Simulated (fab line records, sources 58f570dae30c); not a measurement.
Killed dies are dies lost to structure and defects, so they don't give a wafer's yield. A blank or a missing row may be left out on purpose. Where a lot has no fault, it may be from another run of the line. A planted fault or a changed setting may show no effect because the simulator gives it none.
Which tool is to blame? / flow berkeley cmos170 / 14 lots, 42 wafers sampled, at 7 steps of a route of 331

WHAT THE GAUGES SHOWED, per wafer
UCB170_PWELL_OVL_MEAS_13. Usual: for PWELL_OVL the level is -2 nm and the standard deviation is 6.1.
lot=L405; measured=day 3 05:17; on=overlay-02; PWELL_OVL (nm)=3 0 6; flag=
lot=L404; measured=day 3 05:29; on=overlay-02; PWELL_OVL (nm)=-8 1 -3; flag=
lot=L407; measured=day 3 10:14; on=overlay-02; PWELL_OVL (nm)=-16 -14 -11; flag=
lot=L408; measured=day 3 20:49; on=overlay-01; PWELL_OVL (nm)=-3 -2 -5; flag=
lot=L409; measured=day 4 01:55; on=overlay-01; PWELL_OVL (nm)=6 -8 -5; flag=
lot=L411; measured=day 4 10:35; on=overlay-02; PWELL_OVL (nm)=7 2 8; flag=
lot=L412; measured=day 4 22:28; on=overlay-02; PWELL_OVL (nm)=-8 -9 -9; flag=
lot=L413; measured=day 4 22:45; on=overlay-02; PWELL_OVL (nm)=13 3 -2; flag=
lot=L414; measured=day 5 06:54; on=overlay-01; PWELL_OVL (nm)=-5 0 -12; flag=
lot=L419; measured=day 6 07:42; on=overlay-02; PWELL_OVL (nm)=10 10 -4; flag=
lot=L422; measured=day 6 17:40; on=overlay-02; PWELL_OVL (nm)=15 4 3; flag=
lot=L424; measured=day 7 05:50; on=overlay-02; PWELL_OVL (nm)=8 5 -7; flag=
lot=L427; measured=day 7 19:10; on=overlay-02; PWELL_OVL (nm)=-4 -6 -2; flag=
lot=L426; measured=day 7 19:21; on=overlay-02; PWELL_OVL (nm)=4 -8 -7; flag=

UCB170_PSD_TW_MEAS_10. Usual: for PSD_TW the level is 2339 and the standard deviation is 16.
lot=L405; measured=day 7 05:16; on=film metro-02; PSD_TW=2360 2365 2347; flag=
lot=L404; measured=day 7 05:25; on=film metro-01; PSD_TW=2354 2368 2357; flag=
lot=L407; measured=day 7 05:22; on=film metro-04; PSD_TW=2298 2300 2305; flag=
lot=L408; measured=day 7 13:10; on=film metro-02; PSD_TW=2345 2348 2345; flag=
lot=L409; measured=day 7 13:18; on=film metro-04; PSD_TW=2317 2337 2318; flag=
lot=L411; measured=day 8 08:06; on=film metro-04; PSD_TW=2319 2316 2325; flag=
lot=L412; measured=day 8 13:22; on=film metro-02; PSD_TW=2362 2362 2357; flag=
lot=L413; measured=day 8 13:55; on=film metro-04; PSD_TW=2325 2323 2325; flag=
lot=L414; measured=day 9 02:06; on=film metro-01; PSD_TW=2343 2347 2345; flag=
lot=L419; measured=day 10 02:47; on=film metro-02; PSD_TW=2342 2344 2347; flag=
lot=L422; measured=day 10 14:10; on=film metro-04; PSD_TW=2692 2675 2692; flag=OFF
lot=L424; measured=day 11 01:59; on=film metro-04; PSD_TW=2699 2687 2683; flag=OFF
lot=L427; measured=day 11 15:13; on=film metro-02; PSD_TW=2337 2339 2370; flag=
lot=L426; measured=day 11 14:29; on=film metro-04; PSD_TW=2317 2320 2335; flag=

UCB170_SDANNEAL_RS_MEAS_02: measurement is done with a four-point probe. Usual: for PSD_RS the level is 75.5 ohm/sq and the standard deviation is 0.32.
lot=L405; measured=day 7 11:43; on=film metro-01; PSD_RS (ohm/sq)=75.4 75.4 75.1; flag=
lot=L404; measured=day 7 11:19; on=film metro-02; PSD_RS (ohm/sq)=75.1 75.5 75.3; flag=
lot=L407; measured=day 7 09:38; on=film metro-02; PSD_RS (ohm/sq)=76.0 75.6 76.0; flag=
lot=L408; measured=day 7 15:59; on=film metro-02; PSD_RS (ohm/sq)=75.8 75.8 75.6; flag=
lot=L409; measured=day 7 16:08; on=film metro-04; PSD_RS (ohm/sq)=74.9 75.0 75.2; flag=
lot=L411; measured=day 8 11:10; on=film metro-02; PSD_RS (ohm/sq)=75.2 75.3 75.6; flag=
lot=L412; measured=day 8 16:47; on=film metro-04; PSD_RS (ohm/sq)=75.7 75.5 75.5; flag=
lot=L413; measured=day 8 17:10; on=film metro-02; PSD_RS (ohm/sq)=75.2 75.5 75.2; flag=
lot=L414; measured=day 9 04:49; on=film metro-04; PSD_RS (ohm/sq)=76.3 75.9 76.1; flag=
lot=L419; measured=day 10 07:08; on=film metro-01; PSD_RS (ohm/sq)=75.3 75.1 75.6; flag=
lot=L422; measured=day 10 16:45; on=film metro-02; PSD_RS (ohm/sq)=57.1 56.9 56.8; flag=OFF
lot=L424; measured=day 11 08:02; on=film metro-02; PSD_RS (ohm/sq)=56.9 57.1 56.9; flag=OFF
lot=L427; measured=day 11 19:07; on=film metro-01; PSD_RS (ohm/sq)=76.2 76.0 75.5; flag=
lot=L426; measured=day 11 18:47; on=film metro-04; PSD_RS (ohm/sq)=75.5 75.4 75.3; flag=

UCB170_SILICIDE_RS_MEAS_02: measurement is done with a four-point probe. Usual: for SILICIDE_TI_RS the level is 26.1 ohm/sq and the standard deviation is 0.37.
lot=L405; measured=day 7 12:17; on=film metro-01; SILICIDE_TI_RS (ohm/sq)=26.5 26.3 26.4; flag=
lot=L404; measured=day 7 11:54; on=film metro-03; SILICIDE_TI_RS (ohm/sq)=25.8 25.6 25.5; flag=
lot=L407; measured=day 7 10:13; on=film metro-01; SILICIDE_TI_RS (ohm/sq)=26.7 26.4 26.8; flag=
lot=L408; measured=day 7 16:34; on=film metro-03; SILICIDE_TI_RS (ohm/sq)=25.8 25.7 25.6; flag=
lot=L409; measured=day 7 16:43; on=film metro-04; SILICIDE_TI_RS (ohm/sq)=26.0 26.5 26.4; flag=
lot=L411; measured=day 8 11:44; on=film metro-04; SILICIDE_TI_RS (ohm/sq)=26.6 26.1 26.6; flag=
lot=L412; measured=day 8 17:22; on=film metro-03; SILICIDE_TI_RS (ohm/sq)=26.0 25.9 26.4; flag=
lot=L413; measured=day 8 17:44; on=film metro-01; SILICIDE_TI_RS (ohm/sq)=26.1 25.8 25.6; flag=
lot=L414; measured=day 9 05:23; on=film metro-01; SILICIDE_TI_RS (ohm/sq)=25.5 25.6 26.0; flag=
lot=L419; measured=day 10 07:43; on=film metro-04; SILICIDE_TI_RS (ohm/sq)=25.9 25.8 25.9; flag=
lot=L422; measured=day 10 17:20; on=film metro-01; SILICIDE_TI_RS (ohm/sq)=26.3 26.2 26.3; flag=
lot=L424; measured=day 11 08:37; on=film metro-03; SILICIDE_TI_RS (ohm/sq)=25.7 25.8 25.7; flag=
lot=L427; measured=day 11 19:41; on=film metro-03; SILICIDE_TI_RS (ohm/sq)=25.8 25.6 25.9; flag=
lot=L426; measured=day 11 19:22; on=film metro-03; SILICIDE_TI_RS (ohm/sq)=26.8 26.6 26.1; flag=

UCB170_V2_OVL_MEAS_13. Usual: for V2_OVL the level is 0 nm and the standard deviation is 5.1.
lot=L405; measured=day 8 08:33; on=overlay-02; V2_OVL (nm)=1 1 -7; flag=
lot=L404; measured=day 8 06:14; on=overlay-01; V2_OVL (nm)=-4 11 -5; flag=
lot=L407; measured=day 8 05:41; on=overlay-01; V2_OVL (nm)=-6 -6 -1; flag=
lot=L408; measured=day 8 13:21; on=overlay-02; V2_OVL (nm)=4 -1 -3; flag=
lot=L409; measured=day 8 13:49; on=overlay-01; V2_OVL (nm)=-5 -3 4; flag=
lot=L411; measured=day 9 07:53; on=overlay-02; V2_OVL (nm)=-10 -4 -9; flag=
lot=L412; measured=day 9 14:02; on=overlay-01; V2_OVL (nm)=2 12 3; flag=
lot=L413; measured=day 9 14:10; on=overlay-02; V2_OVL (nm)=-2 -1 -5; flag=
lot=L414; measured=day 10 03:40; on=overlay-01; V2_OVL (nm)=1 6 -5; flag=
lot=L419; measured=day 11 09:34; on=overlay-02; V2_OVL (nm)=-1 3 0; flag=
lot=L422; measured=day 11 19:02; on=overlay-01; V2_OVL (nm)=0 1 -9; flag=
lot=L424; measured=day 12 07:41; on=overlay-02; V2_OVL (nm)=5 11 3; flag=
lot=L427; measured=day 12 17:07; on=overlay-02; V2_OVL (nm)=1 6 1; flag=
lot=L426; measured=day 12 15:05; on=overlay-01; V2_OVL (nm)=0 0 -5; flag=

WHAT TOOL EACH LOT RAN ON (gives the tool, then ch and the chambers of the sampled wafers, and finally the start)
lot=L405; UCB170_PSD_IMPLANT_08=implanter-01 ch 0, day 7 05:02; UCB170_PSD_STRIP_09=plasma asher-04 ch 0,1, day 7 05:11
lot=L404; UCB170_PSD_IMPLANT_08=implanter-01 ch 0, day 7 05:12; UCB170_PSD_STRIP_09=plasma asher-03 ch 0,1, day 7 05:20
lot=L407; UCB170_PSD_IMPLANT_08=implanter-03 ch 0, day 7 05:08; UCB170_PSD_STRIP_09=plasma asher-02 ch 0,1, day 7 05:16
lot=L408; UCB170_PSD_IMPLANT_08=implanter-03 ch 0, day 7 12:55; UCB170_PSD_STRIP_09=plasma asher-02 ch 0,1, day 7 13:04
lot=L409; UCB170_PSD_IMPLANT_08=implanter-02 ch 0, day 7 13:05; UCB170_PSD_STRIP_09=plasma asher-04 ch 0,1, day 7 13:13
lot=L411; UCB170_PSD_IMPLANT_08=implanter-02 ch 0, day 8 07:51; UCB170_PSD_STRIP_09=plasma asher-02 ch 0, day 8 08:00
lot=L412; UCB170_PSD_IMPLANT_08=implanter-02 ch 0, day 8 13:07; UCB170_PSD_STRIP_09=plasma asher-03 ch 0,1, day 8 13:16
lot=L413; UCB170_PSD_IMPLANT_08=implanter-03 ch 0, day 8 13:41; UCB170_PSD_STRIP_09=plasma asher-04 ch 0,1, day 8 13:49
lot=L414; UCB170_PSD_IMPLANT_08=implanter-03 ch 0, day 9 01:51; UCB170_PSD_STRIP_09=plasma asher-03 ch 0,1, day 9 02:00
lot=L419; UCB170_PSD_IMPLANT_08=implanter-01 ch 0, day 10 02:32; UCB170_PSD_STRIP_09=plasma asher-03 ch 0,1, day 10 02:41
lot=L422; UCB170_PSD_IMPLANT_08=implanter-03 ch 0, day 10 13:55; UCB170_PSD_STRIP_09=plasma asher-04 ch 0,1, day 10 14:04
lot=L424; UCB170_PSD_IMPLANT_08=implanter-03 ch 0, day 11 01:44; UCB170_PSD_STRIP_09=plasma asher-03 ch 0,1, day 11 01:53
lot=L427; UCB170_PSD_IMPLANT_08=implanter-02 ch 0, day 11 14:58; UCB170_PSD_STRIP_09=plasma asher-03 ch 0,1, day 11 15:07
lot=L426; UCB170_PSD_IMPLANT_08=implanter-01 ch 0, day 11 14:14; UCB170_PSD_STRIP_09=plasma asher-04 ch 0,1, day 11 14:23
- UCB170_PSD_IMPLANT_08
- UCB170_PSD_STRIP_09: strips in O2.

WHAT THE TOOLS THEMSELVES READ (means of the sampled wafers that have a number; where no wafer has one, the mark that the record gives instead)
UCB170_PSD_IMPLANT_08. Usual: beam on s 9.98 s, standard deviation 0.2; dose ions cm2 3.0006e+15, standard deviation 2.9e+12; end station pressure torr 1.25e-05 Torr, standard deviation 6e-07; faraday current uA 9270, standard deviation 190.
lot=L405; tool=implanter-01; beam on s (s)=10.12; dose ions cm2=3.0000e+15; end station pressure torr (Torr)=1.25e-05; faraday current uA=9159; flag=
lot=L404; tool=implanter-01; beam on s (s)=10.23; dose ions cm2=3.0016e+15; end station pressure torr (Torr)=1.28e-05; faraday current uA=9055; flag=
lot=L407; tool=implanter-03; beam on s (s)=9.89; dose ions cm2=2.9992e+15; end station pressure torr (Torr)=1.27e-05; faraday current uA=9353; flag=
lot=L408; tool=implanter-03; beam on s (s)=10.02; dose ions cm2=2.9978e+15; end station pressure torr (Torr)=1.22e-05; faraday current uA=9220; flag=
lot=L409; tool=implanter-02; beam on s (s)=9.90; dose ions cm2=3.0004e+15; end station pressure torr (Torr)=1.25e-05; faraday current uA=9370; flag=
lot=L411; tool=implanter-02; beam on s (s)=10.05; dose ions cm2=3.0016e+15; end station pressure torr (Torr)=1.23e-05; faraday current uA=9208; flag=
lot=L412; tool=implanter-02; beam on s (s)=9.92; dose ions cm2=2.9974e+15; end station pressure torr (Torr)=1.24e-05; faraday current uA=9351; flag=
lot=L413; tool=implanter-03; beam on s (s)=10.10; dose ions cm2=3.0020e+15; end station pressure torr (Torr)=1.27e-05; faraday current uA=9159; flag=
lot=L414; tool=implanter-03; beam on s (s)=10.03; dose ions cm2=3.0013e+15; end station pressure torr (Torr)=1.24e-05; faraday current uA=9210; flag=
lot=L419; tool=implanter-01; beam on s (s)=9.91; dose ions cm2=3.0002e+15; end station pressure torr (Torr)=1.35e-05; faraday current uA=9331; flag=
lot=L422; tool=implanter-03; beam on s (s)=10.86; dose ions cm2=4.8290e+15; end station pressure torr (Torr)=1.61e-05; faraday current uA=13588; flag=OFF
lot=L424; tool=implanter-03; beam on s (s)=10.79; dose ions cm2=4.8353e+15; end station pressure torr (Torr)=1.61e-05; faraday current uA=13656; flag=OFF
lot=L427; tool=implanter-02; beam on s (s)=10.03; dose ions cm2=3.0022e+15; end station pressure torr (Torr)=1.23e-05; faraday current uA=9243; flag=
lot=L426; tool=implanter-01; beam on s (s)=10.19; dose ions cm2=3.0002e+15; end station pressure torr (Torr)=1.25e-05; faraday current uA=9091; flag=

UCB170_PSD_STRIP_09. Usual: drypump motor current A 5.4 A, standard deviation 0.48; oes product au 0.600 a.u., standard deviation 0.0049; strip time to endpoint s 29.40 s, standard deviation 0.078.
lot=L405; tool=plasma asher-04; drypump motor current A (A)=5.3; oes product au (a.u.)=0.598; strip time to endpoint s (s)=29.37; flag=
lot=L404; tool=plasma asher-03; drypump motor current A (A)=5.6; oes product au (a.u.)=0.606; strip time to endpoint s (s)=29.44; flag=
lot=L407; tool=plasma asher-02; drypump motor current A (A)=5.0; oes product au (a.u.)=0.596; strip time to endpoint s (s)=29.33; flag=
lot=L408; tool=plasma asher-02; drypump motor current A (A)=5.2; oes product au (a.u.)=0.598; strip time to endpoint s (s)=29.37; flag=
lot=L409; tool=plasma asher-04; drypump motor current A (A)=5.3; oes product au (a.u.)=0.599; strip time to endpoint s (s)=29.27; flag=
lot=L411; tool=plasma asher-02; drypump motor current A (A)=5.4; oes product au (a.u.)=0.607; strip time to endpoint s (s)=29.34; flag=
lot=L412; tool=plasma asher-03; drypump motor current A (A)=5.7; oes product au (a.u.)=0.599; strip time to endpoint s (s)=29.50; flag=
lot=L413; tool=plasma asher-04; drypump motor current A (A)=5.8; oes product au (a.u.)=0.604; strip time to endpoint s (s)=29.41; flag=
lot=L414; tool=plasma asher-03; drypump motor current A (A)=5.6; oes product au (a.u.)=0.603; strip time to endpoint s (s)=29.26; flag=
lot=L419; tool=plasma asher-03; drypump motor current A (A)=5.7; oes product au (a.u.)=0.599; strip time to endpoint s (s)=29.36; flag=
lot=L422; tool=plasma asher-04; drypump motor current A (A)=5.8; oes product au (a.u.)=0.540; strip time to endpoint s (s)=34.97; flag=OFF
lot=L424; tool=plasma asher-03; drypump motor current A (A)=5.7; oes product au (a.u.)=0.536; strip time to endpoint s (s)=34.80; flag=OFF
lot=L427; tool=plasma asher-03; drypump motor current A (A)=5.6; oes product au (a.u.)=0.598; strip time to endpoint s (s)=29.34; flag=
lot=L426; tool=plasma asher-04; drypump motor current A (A)=5.8; oes product au (a.u.)=0.601; strip time to endpoint s (s)=29.42; flag=

THE ANSWER, worked out from the rows above alone
Rule: a lot is off if the mean of its wafers that have a number lies more than 3 standard deviations from the usual mean. A lot without any number at a reading at which 4 lots or more have one is off too. Any other lot the step has rows for is counted as sound. The gauges are gone through in route order, then the tools' own readings, and for those a lot's mean is taken as printed above. At the first step where some lot is off, the reading lying furthest off is the one used; lots without a number count as furthest.
Off: at UCB170_PSD_TW_MEAS_10 (PSD_TW), L422, L424.
If a tool, at a process step before that reading, ran all the lots that are off and no sound lot after the first of them, it fits. Not tried: the gauges at UCB170_PSD_TW_MEAS_10; whatever is off there is also off at UCB170_SDANNEAL_RS_MEAS_02, on other tools, and gauge error can't account for it. One fits: implanter-03 at UCB170_PSD_IMPLANT_08. A fault onset in the window from L414 (day 9 01:51, its last sound lot) to L422 (day 10 13:55, its first lot off) fits.
The tool's own readings at UCB170_PSD_IMPLANT_08 bear it out: on the lots that are off they differ by more than 5 times the standard deviation of the sound lots' means. beam on s reads 10.82 s there against 10.03 s on the sound lots; dose ions cm2 reads 4.8322e+15 there against 3.0003e+15 on the sound lots; end station pressure torr reads 1.61e-05 Torr there against 1.26e-05 Torr on the sound lots; faraday current uA reads 13622 there against 9229 on the sound lots.

WHAT WAS PUT IN BY THE SIMULATOR
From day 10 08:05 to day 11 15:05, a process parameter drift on implanter-03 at UCB170_PSD_IMPLANT_08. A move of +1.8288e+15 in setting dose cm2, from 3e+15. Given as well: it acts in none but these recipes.
Lots struck among those shown: L422, L424. This agrees with what the rule above found.
